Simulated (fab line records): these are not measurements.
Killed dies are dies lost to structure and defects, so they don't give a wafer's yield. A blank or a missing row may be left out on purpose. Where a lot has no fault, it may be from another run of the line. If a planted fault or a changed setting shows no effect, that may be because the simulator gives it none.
fab line records ; flow berkeley_cmos170
record: lots: 13; wafers: 39; last_day: 12
route steps=331 shown NLDD@169 NSD@193 SILICIDE@214 M2@272
lots that met no fault: from a run of the same line without faults
start_h: start of the lot's first displayed wafer, in hours after the record's first day ; wait_h: hours since the lot's step before ; " same as the row above ; L1.1+2: one row covering several wafers at once ; - no value, or no start given ; * or withheld: withheld ; < > ~ a bound
route shown NAME@n: NAME is a module with steps in the file, n the number in the route of the first one ; usual: average and standard deviation across the fault-free wafers ; same: alike in all rows ; chamber/n: place in a boat ; sites: per-site readings ; _std_site: the standard deviation of these ; _edge_site: the outer-site mean with the inner-site mean subtracted ; radius_mm: how far each site lies from the wafer's centre ; mask NAME#n: copy n ; behind: the most recent tool/chamber to have shaped the wafer ; hold: cause of the lot's hold/its duration in hours/its outcome ; device: which transistor (n, p or np) failed to switch ; end of line: the route-end tests of the same wafers ; step lacking rows: just its recipe ; killed: the dies lost at the first sort to structure and to defects; this is not the yield of the wafer ; map: a wafer's dies, marking killed ones x, the rest . and places with no die _
set.NAME: setting as actually run; set.NAME@STEP: the setting as run at that earlier step ; model.NAME: the simulator's own value behind a step, which no gauge read
the route's steps for a sample of lots (tables are steps, rows are wafers)
services: when a tool's chamber went out of use (start_h, in hours from the record's first day, below 0 if earlier), for how many hours, and the reason
== steps ==
step: UCB170_NLDD_TW_MEAS_11
usual: NLDD_TW: 2209/20
lot.wafer;tool;chamber;start_h;wait_h;NLDD_TW
L149.2;film_metro-04;-;156.93;0.1;2225
L149.5;film_metro-04;-;156.93;0.1;2231
L149.6;film_metro-04;-;156.93;0.1;2238
L150.3;film_metro-04;-;157.22;0.1;2233
L150.4;film_metro-04;-;157.22;0.1;2233
L150.6;film_metro-04;-;157.22;0.1;2230
L147.3;film_metro-04;-;157.63;0.1;2234
L147.4;film_metro-04;-;157.63;0.1;2234
L147.6;film_metro-04;-;157.63;0.1;2220
L152.1;film_metro-04;-;169.27;0.1;2211
L152.2;film_metro-04;-;169.27;0.1;2214
L152.5;film_metro-04;-;169.27;0.1;2202
L151.1;film_metro-02;-;169.99;0.1;2193
L151.3;film_metro-02;-;169.99;0.1;2182
L151.5;film_metro-02;-;169.99;0.1;2189
L153.2;film_metro-04;-;185.49;0.1;2218
L153.4;film_metro-04;-;185.49;0.1;2206
L153.6;film_metro-04;-;185.49;0.1;2207
L154.2;film_metro-02;-;186.47;0.1;2197
L154.3;film_metro-02;-;186.47;0.1;2192
L154.5;film_metro-02;-;186.47;0.1;2189
L158.3;film_metro-04;-;202.99;0.1;2218
L158.5;film_metro-04;-;202.99;0.1;2220
L158.6;film_metro-04;-;202.99;0.1;2226
L157.2;film_metro-01;-;204.68;0.1;2231
L157.4;film_metro-01;-;204.68;0.1;2233
L157.5;film_metro-01;-;204.68;0.1;2224
L160.3;film_metro-01;-;219.11;0.1;2212
L160.5;film_metro-01;-;219.11;0.1;2224
L160.6;film_metro-01;-;219.11;0.1;2205
L161.1;film_metro-01;-;219.21;0.1;2224
L161.3;film_metro-01;-;219.21;0.1;2216
L161.6;film_metro-01;-;219.21;0.1;2215
L167.1;film_metro-04;-;246.72;0.1;2202
L167.2;film_metro-04;-;246.72;0.1;2210
L167.6;film_metro-04;-;246.72;0.1;2208
L169.2;film_metro-02;-;259.47;0.1;2181
L169.5;film_metro-02;-;259.47;0.1;2161
L169.6;film_metro-02;-;259.47;0.1;2165
step: UCB170_NSD_CD_MEAS_06
recipe: target_cd_nm: 1200
usual: cd_nm: 1199.8/1.4
lot.wafer;tool;chamber;start_h;wait_h;cd_nm
L147.3;cd_sem-02;-;175.88;-;1200.4
L147.4;cd_sem-02;-;175.88;-;1201.0
L147.6;cd_sem-02;-;175.88;-;1199.9
L150.3;cd_sem-01;-;176.12;-;1201.5
L150.4;cd_sem-01;-;176.12;-;1202.2
L150.6;cd_sem-01;-;176.12;-;1201.8
L149.2;cd_sem-02;-;176.59;-;1198.3
L149.5;cd_sem-02;-;176.59;-;1199.9
L149.6;cd_sem-02;-;176.59;-;1200.2
L152.1;cd_sem-02;-;180.65;-;1200.9
L152.2;cd_sem-02;-;180.65;-;1202.6
L152.5;cd_sem-02;-;180.65;-;1201.1
L151.1;cd_sem-02;-;180.93;-;1200.4
L151.3;cd_sem-02;-;180.93;-;1198.7
L151.5;cd_sem-02;-;180.93;-;1198.5
L153.2;cd_sem-02;-;198.11;-;1197.8
L153.4;cd_sem-02;-;198.11;-;1197.2
L153.6;cd_sem-02;-;198.11;-;1198.6
L154.2;cd_sem-01;-;199.34;-;1201.4
L154.3;cd_sem-01;-;199.34;-;1200.1
L154.5;cd_sem-01;-;199.34;-;1200.7
L158.3;cd_sem-01;-;213.00;-;1201.6
L158.5;cd_sem-01;-;213.00;-;1202.0
L158.6;cd_sem-01;-;213.00;-;1201.7
L157.2;cd_sem-02;-;218.20;-;1199.3
L157.4;cd_sem-02;-;218.20;-;1199.6
L157.5;cd_sem-02;-;218.20;-;1199.2
L161.1;cd_sem-02;-;229.49;-;1201.6
L161.3;cd_sem-02;-;229.49;-;1201.2
L161.6;cd_sem-02;-;229.49;-;1201.9
L160.3;cd_sem-02;-;229.81;-;1197.1
L160.5;cd_sem-02;-;229.81;-;1198.7
L160.6;cd_sem-02;-;229.81;-;1197.2
L167.1;cd_sem-02;-;256.00;-;1197.8
L167.2;cd_sem-02;-;256.00;-;1198.1
L167.6;cd_sem-02;-;256.00;-;1199.6
L169.2;cd_sem-01;-;267.38;-;1199.8
L169.5;cd_sem-01;-;267.38;-;1199.5
L169.6;cd_sem-01;-;267.38;-;1199.6
step: UCB170_SILICIDE_RTA_04
recipe: temp_c: 650; time_s: 15; ambient: N2
usual: lamp_power_pct: 10.6/0.81; wafer_temp_C_max: 654.0/0.86
lot.wafer;tool;chamber;start_h;wait_h;lamp_power_pct;wafer_temp_C_max
L147.3;rtp_anneal-01;0;178.64;0.1;11.1;653.3
L147.4;rtp_anneal-01;0;178.64;0.1;11.0;652.8
L147.6;rtp_anneal-01;0;178.64;0.1;11.0;653.2
L150.3;rtp_anneal-01;0;179.60;0.1;11.1;653.7
L150.4;rtp_anneal-01;0;179.60;0.1;11.0;654.0
L150.6;rtp_anneal-01;0;179.60;0.1;11.0;652.2
L149.2;rtp_anneal-01;0;179.88;0.1;11.1;653.9
L149.5;rtp_anneal-01;0;179.88;0.1;11.1;654.7
L149.6;rtp_anneal-01;0;179.88;0.1;11.1;653.4
L152.1;rtp_anneal-01;0;183.01;0.1;11.1;653.5
L152.2;rtp_anneal-01;0;183.01;0.1;11.1;652.9
L152.5;rtp_anneal-01;0;183.01;0.1;11.0;654.2
L151.1;rtp_anneal-01;0;183.36;0.1;11.0;654.3
L151.3;rtp_anneal-01;0;183.36;0.1;11.1;654.3
L151.5;rtp_anneal-01;0;183.36;0.1;11.0;653.7
L153.2;rtp_anneal-01;0;201.80;0.1;11.1;654.7
L153.4;rtp_anneal-01;0;201.80;0.1;11.1;654.3
L153.6;rtp_anneal-01;0;201.80;0.1;11.0;653.3
L154.2;rtp_anneal-01;0;202.63;0.1;11.0;654.1
L154.3;rtp_anneal-01;0;202.63;0.1;11.1;653.4
L154.5;rtp_anneal-01;0;202.63;0.1;11.1;653.5
L158.3;rtp_anneal-01;0;215.24;0.1;11.0;653.4
L158.5;rtp_anneal-01;0;215.24;0.1;11.0;653.6
L158.6;rtp_anneal-01;0;215.24;0.1;11.0;654.2
L157.2;rtp_anneal-02;0;220.89;0.1;9.0;654.1
L157.4;rtp_anneal-02;0;220.89;0.1;9.0;654.6
L157.5;rtp_anneal-02;0;220.89;0.1;9.0;654.2
L161.1;rtp_anneal-01;0;232.21;0.1;11.0;653.7
L161.3;rtp_anneal-01;0;232.21;0.1;11.1;654.8
L161.6;rtp_anneal-01;0;232.21;0.1;11.1;653.5
L160.3;rtp_anneal-02;0;232.59;0.1;9.0;655.0
L160.5;rtp_anneal-02;0;232.59;0.1;9.0;654.1
L160.6;rtp_anneal-02;0;232.59;0.1;9.0;655.3
L167.1;rtp_anneal-01;0;258.49;0.1;11.1;653.3
L167.2;rtp_anneal-01;0;258.49;0.1;11.0;654.4
L167.6;rtp_anneal-01;0;258.49;0.1;11.1;654.7
L169.2;rtp_anneal-01;0;269.62;0.1;11.1;654.6
L169.5;rtp_anneal-01;0;269.62;0.1;11.0;655.8
L169.6;rtp_anneal-01;0;269.62;0.1;11.1;653.3
step: UCB170_M2_SPUTTER_01
recipe: material: Al; target_thk_nm: 900; time_s: 120; power_w: 6000; chamber_pressure_pa: 0.5
usual: throttle_valve_pct: 29.7/0.97
lot.wafer;tool;chamber;start_h;wait_h;throttle_valve_pct
L150.3;pvd_sputter-01;-;193.49;0.0;28.9
L150.4;pvd_sputter-01;-;193.49;0.0;29.1
L150.6;pvd_sputter-01;-;193.49;0.0;32.1
L149.2;pvd_sputter-02;-;193.60;0.0;29.3
L149.5;pvd_sputter-02;-;193.60;0.0;30.5
L149.6;pvd_sputter-02;-;193.60;0.0;29.3
L147.3;pvd_sputter-01;-;194.33;0.0;31.6
L147.4;pvd_sputter-01;-;194.33;0.0;28.9
L147.6;pvd_sputter-01;-;194.33;0.0;31.8
L152.1;pvd_sputter-02;-;195.06;0.0;30.4
L152.2;pvd_sputter-02;-;195.06;0.0;30.3
L152.5;pvd_sputter-02;-;195.06;0.0;29.3
L151.1;pvd_sputter-04;-;197.18;0.0;28.5
L151.3;pvd_sputter-04;-;197.18;0.0;29.1
L151.5;pvd_sputter-04;-;197.18;0.0;29.2
L154.2;pvd_sputter-04;-;217.71;0.0;29.9
L154.3;pvd_sputter-04;-;217.71;0.0;28.5
L154.5;pvd_sputter-04;-;217.71;0.0;29.8
L153.2;pvd_sputter-02;-;218.00;0.0;30.6
L153.4;pvd_sputter-02;-;218.00;0.0;29.1
L153.6;pvd_sputter-02;-;218.00;0.0;30.2
L158.3;pvd_sputter-02;-;228.39;0.0;29.3
L158.5;pvd_sputter-02;-;228.39;0.0;29.2
L158.6;pvd_sputter-02;-;228.39;0.0;30.7
L157.2;pvd_sputter-01;-;237.95;0.0;28.9
L157.4;pvd_sputter-01;-;237.95;0.0;31.4
L157.5;pvd_sputter-01;-;237.95;0.0;28.9
L160.3;pvd_sputter-02;-;246.23;0.0;28.9
L160.5;pvd_sputter-02;-;246.23;0.0;30.1
L160.6;pvd_sputter-02;-;246.23;0.0;29.1
L161.1;pvd_sputter-04;-;247.15;0.0;29.1
L161.3;pvd_sputter-04;-;247.15;0.0;28.9
L161.6;pvd_sputter-04;-;247.15;0.0;29.4
L167.1;pvd_sputter-01;-;273.31;0.0;31.7
L167.2;pvd_sputter-01;-;273.31;0.0;31.4
L167.6;pvd_sputter-01;-;273.31;0.0;31.4
L169.2;pvd_sputter-01;-;282.76;0.0;29.1
L169.5;pvd_sputter-01;-;282.76;0.0;31.9
L169.6;pvd_sputter-01;-;282.76;0.0;31.6
step: UCB170_M2_RS_MEAS_02
recipe: thk_meas_gauge: four-point-probe; reads: Al_of_M2_SPUTTER_01
usual: M2_AL_RS: 0.0322/0.00039
lot.wafer;tool;chamber;start_h;wait_h;M2_AL_RS[ohm/sq]
L150.3;film_metro-02;-;193.61;0.1;0.0329
L150.4;film_metro-02;-;193.61;0.1;0.0328
L150.6;film_metro-02;-;193.61;0.1;0.0329
L149.2;film_metro-03;-;193.71;0.1;0.0322
L149.5;film_metro-03;-;193.71;0.1;0.0324
L149.6;film_metro-03;-;193.71;0.1;0.0325
L147.3;film_metro-04;-;194.45;0.1;0.0331
L147.4;film_metro-04;-;194.45;0.1;0.0327
L147.6;film_metro-04;-;194.45;0.1;0.0330
L152.1;film_metro-03;-;195.15;0.0;0.0323
L152.2;film_metro-03;-;195.15;0.0;0.0326
L152.5;film_metro-03;-;195.15;0.0;0.0320
L151.1;film_metro-03;-;197.26;0.0;0.0324
L151.3;film_metro-03;-;197.26;0.0;0.0322
L151.5;film_metro-03;-;197.26;0.0;0.0323
L154.2;film_metro-02;-;217.81;0.1;0.0318
L154.3;film_metro-02;-;217.81;0.1;0.0318
L154.5;film_metro-02;-;217.81;0.1;0.0318
L153.2;film_metro-04;-;218.11;0.1;0.0324
L153.4;film_metro-04;-;218.11;0.1;0.0322
L153.6;film_metro-04;-;218.11;0.1;0.0324
L158.3;film_metro-04;-;228.51;0.1;0.0319
L158.5;film_metro-04;-;228.51;0.1;0.0322
L158.6;film_metro-04;-;228.51;0.1;0.0320
L157.2;film_metro-02;-;238.05;0.1;0.0328
L157.4;film_metro-02;-;238.05;0.1;0.0329
L157.5;film_metro-02;-;238.05;0.1;0.0329
L160.3;film_metro-02;-;246.36;0.1;0.0318
L160.5;film_metro-02;-;246.36;0.1;0.0317
L160.6;film_metro-02;-;246.36;0.1;0.0319
L161.1;film_metro-03;-;247.23;0.0;0.0317
L161.3;film_metro-03;-;247.23;0.0;0.0321
L161.6;film_metro-03;-;247.23;0.0;0.0238
L167.1;film_metro-02;-;273.40;0.1;0.0318
L167.2;film_metro-02;-;273.40;0.1;0.0314
L167.6;film_metro-02;-;273.40;0.1;0.0314
L169.2;film_metro-02;-;282.87;0.1;0.0321
L169.5;film_metro-02;-;282.87;0.1;0.0320
L169.6;film_metro-02;-;282.87;0.1;0.0318
step: UCB170_M2_THK_MEAS_03
recipe: thk_meas_gauge: xrf; reads: Al_of_M2_SPUTTER_01
usual: M2_AL_THK: 919/12
lot.wafer;tool;chamber;start_h;wait_h;M2_AL_THK[nm]
L150.3;film_metro-02;-;193.71;0.1;887
L150.4;film_metro-02;-;193.71;0.1;889
L150.6;film_metro-02;-;193.71;0.1;896
L149.2;film_metro-03;-;193.82;0.1;917
L149.5;film_metro-03;-;193.82;0.1;912
L149.6;film_metro-03;-;193.82;0.1;910
L147.3;film_metro-04;-;194.55;0.1;905
L147.4;film_metro-04;-;194.55;0.1;913
L147.6;film_metro-04;-;194.55;0.1;907
L152.1;film_metro-03;-;195.27;0.1;909
L152.2;film_metro-03;-;195.27;0.1;904
L152.5;film_metro-03;-;195.27;0.1;922
L151.1;film_metro-03;-;197.38;0.1;907
L151.3;film_metro-03;-;197.38;0.1;915
L151.5;film_metro-03;-;197.38;0.1;918
L154.2;film_metro-02;-;217.92;0.1;923
L154.3;film_metro-02;-;217.92;0.1;931
L154.5;film_metro-02;-;217.92;0.1;929
L153.2;film_metro-04;-;218.22;0.1;914
L153.4;film_metro-04;-;218.22;0.1;917
L153.6;film_metro-04;-;218.22;0.1;920
L158.3;film_metro-04;-;228.61;0.1;937
L158.5;film_metro-04;-;228.61;0.1;930
L158.6;film_metro-04;-;228.61;0.1;931
L157.2;film_metro-02;-;238.16;0.1;900
L157.4;film_metro-02;-;238.16;0.1;896
L157.5;film_metro-02;-;238.16;0.1;890
L160.3;film_metro-02;-;246.46;0.1;925
L160.5;film_metro-02;-;246.46;0.1;929
L160.6;film_metro-02;-;246.46;0.1;931
L161.1;film_metro-03;-;247.35;0.1;935
L161.3;film_metro-03;-;247.35;0.1;923
L161.6;film_metro-03;-;247.35;0.1;1238
L167.1;film_metro-02;-;273.52;0.1;928
L167.2;film_metro-02;-;273.52;0.1;936
L167.6;film_metro-02;-;273.52;0.1;935
L169.2;film_metro-02;-;282.98;0.1;921
L169.5;film_metro-02;-;282.98;0.1;921
L169.6;film_metro-02;-;282.98;0.1;925
step: UCB170_M2_METAL_ETCH_18
recipe: chemistry: Cl2/BCl3; target: Al; stop_on: SiO2; pressure_mtorr: 12; target_depth_a: 11700; over_etch_frac: 0.3; time_s: 195; icp_w: 600; bias_w: 120; Cl2_flow_sccm: 90; bcl3_flow_sccm: 45
usual: drypump_motor_current_A: 5.8/0.34; oes_product_au: 0.858/0.016; throttle_valve_pct: 24.41/0.23
lot.wafer;tool;chamber;start_h;wait_h;drypump_motor_current_A;oes_product_au;rf_hours_counter_h;throttle_valve_pct
L147.3;rie_metal-01;1;200.52;-;5.5;0.869;-;23.97
L147.4;rie_metal-01;0;200.52;-;5.4;0.841;-;24.46
L147.6;rie_metal-01;1;200.52;-;5.5;0.872;-;23.95
L150.3;rie_metal-04;1;200.80;-;6.2;0.826;-;24.54
L150.4;rie_metal-04;0;200.80;-;5.7;0.858;-;24.52
L150.6;rie_metal-04;0;200.80;-;5.7;0.865;-;24.50
L149.2;rie_metal-01;0;200.97;-;5.5;0.840;11;24.48
L149.5;rie_metal-01;1;200.97;-;5.5;0.884;-;23.95
L149.6;rie_metal-01;0;200.97;-;5.5;0.838;-;24.46
L152.1;rie_metal-02;0;201.06;-;6.5;0.855;1;24.52
L152.2;rie_metal-02;1;201.06;-;5.7;0.850;5;24.56
L152.5;rie_metal-02;0;201.06;-;6.5;0.849;-;24.53
L151.1;rie_metal-04;0;201.34;-;5.7;0.870;12;24.51
L151.3;rie_metal-04;0;201.34;-;5.7;0.874;-;24.50
L151.5;rie_metal-04;1;201.34;-;6.2;0.846;-;24.57
L154.2;rie_metal-01;0;220.54;-;5.5;0.852;12;24.46
L154.3;rie_metal-01;0;220.54;-;5.5;0.851;-;24.45
L154.5;rie_metal-01;1;220.54;-;5.6;0.882;-;23.93
L153.2;rie_metal-04;0;220.62;-;5.7;0.863;13;24.50
L153.4;rie_metal-04;1;220.62;-;6.2;0.848;-;24.57
L153.6;rie_metal-04;1;220.62;-;6.2;0.848;-;24.56
L158.3;rie_metal-01;0;231.22;-;5.5;0.851;-;24.48
L158.5;rie_metal-01;0;231.22;-;5.5;0.848;-;24.46
L158.6;rie_metal-01;1;231.22;-;5.5;0.883;-;23.94
L157.2;rie_metal-02;1;240.29;-;5.7;0.845;6;24.53
L157.4;rie_metal-02;1;240.29;-;5.7;0.843;-;24.53
L157.5;rie_metal-02;0;240.29;-;6.5;0.843;-;24.54
L160.3;rie_metal-02;1;248.60;-;5.7;0.851;-;24.51
L160.5;rie_metal-02;1;248.60;-;5.7;0.855;-;24.53
L160.6;rie_metal-02;0;248.60;-;6.5;0.859;-;24.53
L161.1;rie_metal-04;0;249.47;-;5.8;0.887;14;24.51
L161.3;rie_metal-04;1;249.47;-;6.2;0.853;-;24.57
L161.6;rie_metal-04;0;249.47;-;5.8;1.023;-;24.42
L167.1;rie_metal-01;1;276.62;-;5.6;0.878;7;23.93
L167.2;rie_metal-01;0;276.62;-;5.5;0.851;14;24.48
L167.6;rie_metal-01;0;276.62;-;5.5;0.853;-;24.48
L169.2;rie_metal-01;0;285.31;-;5.5;0.847;15;24.47
L169.5;rie_metal-01;0;285.31;-;5.5;0.844;-;24.47
L169.6;rie_metal-01;1;285.31;-;5.5;0.882;-;23.94
== services ==
tool;chamber;start_h;hours;kind
pvd_sputter-01;-;155.38;9.8;repair
pvd_sputter-01;-;181.79;1.0;repair
pvd_sputter-04;-;185.37;2.1;repair
pvd_sputter-01;-;197.44;1.5;repair
pvd_sputter-04;-;211.21;1.9;repair
rie_metal-02;0;214.57;6.6;repair
rtp_anneal-01;-;216.47;5.7;pm
== key ==
first_sign: step: UCB170_M2_RS_MEAS_02; reading: M2_AL_RS; direction: down; sigmas: 21; usual: 0.0322; struck: 0.0238
effect: step: UCB170_M2_THK_MEAS_03; reading: M2_AL_THK; direction: up; sigmas: 26; usual: 919; struck: 1238
effect: step: UCB170_M2_METAL_ETCH_18; reading: oes_product_au; direction: up; sigmas: 10; usual: 0.858; struck: 1.023
met_at UCB170_M2_SPUTTER_01
struck_lots L161
struck_wafers L161.6
later_rows_left_out L161.6
sort_left_out L161.6
not_acting_at UCB170_NLDD_TW_MEAS_11,UCB170_NSD_CD_MEAS_06,UCB170_SILICIDE_RTA_04
onset_between 217.71 247.15
fault: kind: process_parameter_drift; tool: pvd_sputter-04; chamber: -; onset_h: 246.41; steps: UCB170_M2_SPUTTER_01; channel: time_s; offset: *; shape: step; end_h: 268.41; acts_in: *; stated: *; scope: struck_wafers_only
sort_left_out: the simulated sort isn't trusted on such a fault, so these wafers' sort isn't shown, and their yield isn't known
later_rows_left_out: the simulator's readings of these wafers behind a module that went badly wrong aren't trusted and aren't shown, but for the sort
